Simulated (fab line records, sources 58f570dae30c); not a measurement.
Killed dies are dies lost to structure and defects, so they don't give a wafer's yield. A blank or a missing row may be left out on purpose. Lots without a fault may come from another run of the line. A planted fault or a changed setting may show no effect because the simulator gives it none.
A struck lot beside a sound one | flow berkeley_cmos170 | 23 steps out of a route of 331
Sound: wafers L462.1, L462.3, L462.6. Struck: wafers L474.2, L474.3, L474.4. The cause comes at the end.
At each step with rows: each side's tool, then ch and its chambers, then its first start. Under that, the readings that differ: sound wafers | struck wafers | difference of the means | sigmas: that difference in standard deviations of wafers without a fault.
alike: readings whose means differ by less than 2 such deviations, and words and numbers that are the same on both sides. not compared: withheld readings, readings that some wafer has no value for, bounds like >300 that may hide the same value, and numbers for which the record gives no deviation and whose values overlap.
The two part at a step that has a row with sigmas, a row that says differs or no value, or rows on one side only. Numbers that don't overlap but have no deviation are shown without sigmas and don't part them. A reading that every wafer of one side lacks parts them only if that side has two wafers or more.

first, 3 steps without rows for these wafers: UCB170_ZERO_EXPOSE_03 (exposes mask PM MARKS, target cd 4000 nm); UCB170_ZERO_PEB_04; UCB170_ZERO_DEVELOP_05 (develop time 45 s).
UCB170_ZERO_ETCH_06: etches SiO2 in CHF3/CF4/Ar, time 12 s.
  sound on rie_diel-01 ch 1,3, day 1 19:58; struck on rie_diel-04 ch 0,1,3, day 4 06:28
  alike: chamber_pressure_mTorr, drypump_motor_current_A, oes_product_au, throttle_valve_pct
  not compared: rf_hours_counter_h
UCB170_ZERO_STRIP_07: strips in O2.
  sound on plasma_asher-03 ch 0,1, day 1 19:59; struck on plasma_asher-02 ch 0,1, day 4 06:29
  alike: chamber_pressure_mTorr, drypump_motor_current_A, oes_product_au, strip_time_to_endpoint_s
  not compared: rf_hours_counter_h
then, 2 steps without rows for these wafers: UCB170_NWELL_WET_ETCH_00 (etches SiO2 in dHF, time 200 s); UCB170_NWELL_OXIDATION_01 (target thk 26.4 nm, ox time 1260 s).
UCB170_NWELL_THK_MEAS_02:
  sound on film_metro-03, day 1 23:31; struck on film_metro-04, day 4 12:19
  alike: NWELL_OXIDE_THK
then, 2 steps without rows for these wafers: UCB170_NWELL_ANNEAL_03 (time 900 s); UCB170_NWELL_CVD_04 (deposits Si3N4 from SiH2Cl2/NH3, target thk 224 nm, time 3360 s).
UCB170_NWELL_THK_MEAS_05:
  sound on film_metro-04, day 2 05:37; struck on film_metro-04, day 4 16:45
  reading                | sound             | struck            | difference | sigmas
  NWELL_NITRIDE_THK (nm) | 219.9 221.1 219.8 | 226.3 226.2 226.6 | +6.1       | +2
then, 1 step without rows for these wafers: UCB170_NWELL_HMDS_06 (prime time 60 s).
UCB170_NWELL_COAT_07: resist thk 900 nm.
  sound on litho_track-03 ch 0, day 2 05:49; struck on litho_track-01 ch 0, day 4 17:30
  reading                                | sound             | struck            | difference | sigmas
  model.KrF_of_NWELL_COAT_07.thk_nm (nm) | 905.5 904.9 902.1 | 802.3 804.3 803.2 | -100.9     |
then, 4 steps without rows for these wafers: UCB170_NWELL_SOFTBAKE_08 (time 60 s); UCB170_NWELL_EXPOSE_09 (exposes mask NWELL, target cd 3000 nm); UCB170_NWELL_PEB_10; UCB170_NWELL_DEVELOP_11 (develop time 45 s).
UCB170_NWELL_OVL_MEAS_12:
  sound on overlay-02, day 2 06:38; struck on overlay-02, day 4 18:11
  alike: NWELL_OVL
UCB170_NWELL_ETCH_13: etches Si3N4 in CH3F/Ar/O2, stops on SiO2, target depth 246.4 nm, time 154 s.
  sound on rie_diel-01 ch 0,2, day 2 06:40; struck on rie_diel-01 ch 0,1,2, day 4 18:13
  reading                                | sound             | struck            | difference | sigmas
  model.KrF_of_NWELL_COAT_07.thk_nm (nm) | 733.2 730.3 727.6 | 629.2 628.3 629.6 | -101.3     |
  alike: chamber_pressure_mTorr, drypump_motor_current_A, oes_product_au, throttle_valve_pct
  not compared: rf_hours_counter_h
then, 1 step without rows for these wafers: UCB170_NWELL_IMPLANT_14.
UCB170_NWELL_STRIP_15: strips in O2.
  sound on plasma_asher-04 ch 0,1, day 2 06:55; struck on plasma_asher-04 ch 0,1, day 4 18:28
  reading                      | sound             | struck            | difference | sigmas
  strip_time_to_endpoint_s (s) | 18.30 18.24 18.17 | 15.88 15.85 15.88 | -2.37      | -32
  alike: chamber_pressure_mTorr, drypump_motor_current_A, oes_product_au
  not compared: rf_hours_counter_h
UCB170_NWELL_TW_MEAS_16:
  sound on film_metro-04, day 2 07:01; struck on film_metro-03, day 4 18:34
  alike: NWELL_TW
UCB170_M3_PROBE_99:
  the record has rows for the sound wafers here (prober-02, day 7 15:26) and none for the struck ones

WHERE THEY PART
First at UCB170_NWELL_THK_MEAS_05; last, within this record, at UCB170_M3_PROBE_99.

WHY: what the simulator had put in
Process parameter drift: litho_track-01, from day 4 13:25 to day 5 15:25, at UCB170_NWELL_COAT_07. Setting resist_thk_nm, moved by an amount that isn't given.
